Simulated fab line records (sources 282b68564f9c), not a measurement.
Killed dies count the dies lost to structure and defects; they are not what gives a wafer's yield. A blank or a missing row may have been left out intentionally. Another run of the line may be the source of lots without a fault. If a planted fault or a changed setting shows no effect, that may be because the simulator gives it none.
Commonality check across tools ; flow rit cmos ; Sample size 14 lots and 42 wafers

REASON FOR OPENING
2 of 14 lots carry a flag on the reading GATE_POLY_THK at RIT_GATE_THK_MEAS_09. Wafers without a fault read 250.8 nm, standard deviation 2.8.
Rule: flag the lot when none of its wafers has a number, or when each of its wafers that has one lies beyond 4 standard deviations from that mean. All remaining lots are regarded as sound.

lot;measured;on;GATE_POLY_THK (nm), wafer by wafer;flag
L640;day 2 13:50;film metro-03;249.3 251.3 251.2;
L641;day 2 17:43;film metro-01;251.4 251.6 252.3;
L642;day 3 01:38;film metro-01;253.7 253.0 252.6;
L644;day 3 09:47;film metro-01;250.6 251.0 251.0;
L646;day 3 19:49;film metro-01;251.5 252.7 252.9;
L647;day 3 23:39;film metro-04;244.4 247.0 248.5;
L648;day 4 05:20;film metro-03;248.7 249.1 251.5;
L649;day 4 11:41;film metro-04;264.3 264.6 263.9;FLAGGED
L650;day 4 14:48;film metro-04;267.3 266.1 265.1;FLAGGED
L652;day 5 00:50;film metro-03;248.0 247.2 247.7;
L658;day 6 09:15;film metro-01;253.2 253.8 252.5;
L660;day 6 17:56;film metro-01;248.7 249.5 248.8;
L662;day 7 04:31;film metro-04;253.6 254.8 251.5;
L663;day 7 12:32;film metro-04;254.6 256.0 257.2;
Average over the flagged lots: 265.2 nm; offset from the usual +14.4 nm, equal to +5 standard deviations.

TOOL THAT RAN EACH LOT
2 process steps preceding the reading are held in the record, out of 202 steps in the route. In each cell: the tool, then ch and the chambers that the sampled wafers went through, then the start.
lot;flag;RIT_PRETRO_STRIP_09;RIT_GATE_CVD_08
L640;;plasma asher-02 ch 0,1, day 2 08:05;lpcvd-02 ch 1, day 2 12:13
L641;;plasma asher-04 ch 0,1, day 2 13:53;lpcvd-01 ch 1, day 2 16:05
L642;;plasma asher-03 ch 0,1, day 2 21:54;lpcvd-02 ch 0, day 3 00:01
L644;;plasma asher-03 ch 0,1, day 3 06:03;lpcvd-02 ch 0, day 3 08:10
L646;;plasma asher-03 ch 0,1, day 3 15:49;lpcvd-02 ch 0, day 3 18:11
L647;;plasma asher-02 ch 0,1, day 3 19:58;lpcvd-01 ch 0, day 3 22:01
L648;;plasma asher-03 ch 0,1, day 3 23:48;lpcvd-02 ch 1, day 4 02:53
L649;FLAGGED;plasma asher-02 ch 0,1, day 4 05:59;lpcvd-02 ch 1, day 4 10:02
L650;FLAGGED;plasma asher-03 ch 0,1, day 4 09:44;lpcvd-02 ch 1, day 4 13:09
L652;;plasma asher-04 ch 0,1, day 4 21:07;lpcvd-01 ch 1, day 4 23:13
L658;;plasma asher-04 ch 1, day 6 05:32;lpcvd-01 ch 1, day 6 07:38
L660;;plasma asher-04 ch 0,1, day 6 12:56;lpcvd-01 ch 1, day 6 16:18
L662;;plasma asher-02 ch 0,1, day 6 23:43;lpcvd-01 ch 1, day 7 02:52
L663;;plasma asher-02 ch 0,1, day 7 05:55;lpcvd-02 ch 0, day 7 10:55
These steps, and what they do:
- RIT_PRETRO_STRIP_09: strips in O2, time 180 s.
- RIT_GATE_CVD_08: deposits poly-Si from SiH4, target thk 250 nm, time 2220 s.
- RIT_GATE_THK_MEAS_09

FLAGGED OVER TOTAL, TOOL BY TOOL (the gauges that took the reading come last)
step;tool;lots run;flagged;share of the flagged lots;sound lots run after its first flagged lot
RIT_PRETRO_STRIP_09;plasma asher-02;5;1;some;2 (L662,L663)
RIT_PRETRO_STRIP_09;plasma asher-03;5;1;some;0
RIT_PRETRO_STRIP_09;plasma asher-04;4;0;none;-
RIT_GATE_CVD_08;lpcvd-01;6;0;none;-
RIT_GATE_CVD_08;lpcvd-02;8;2;all;1 (L663)
RIT_GATE_THK_MEAS_09;film metro-01;6;0;none;-
RIT_GATE_THK_MEAS_09;film metro-03;3;0;none;-
RIT_GATE_THK_MEAS_09;film metro-04;5;2;all;2 (L662,L663)

WHAT THE TABLE PERMITS
Table rows that saw every flagged lot: 2, namely lpcvd-02 at RIT_GATE_CVD_08 and film metro-04 at RIT_GATE_THK_MEAS_09.
- lpcvd-02 at RIT_GATE_CVD_08: 2 of its 8 lots flagged. Sound lots followed the first flagged one (L663) on it, something a lasting fault affecting the whole tool could not allow.
- film metro-04 at RIT_GATE_THK_MEAS_09: 2 of its 5 lots flagged. Sound lots followed the first flagged one (L662, L663) on it, something a lasting fault affecting the whole tool could not allow.
Every row of the table either missed a flagged lot or ran a sound lot after the first.

WHAT THE SIMULATOR HAD INSERTED
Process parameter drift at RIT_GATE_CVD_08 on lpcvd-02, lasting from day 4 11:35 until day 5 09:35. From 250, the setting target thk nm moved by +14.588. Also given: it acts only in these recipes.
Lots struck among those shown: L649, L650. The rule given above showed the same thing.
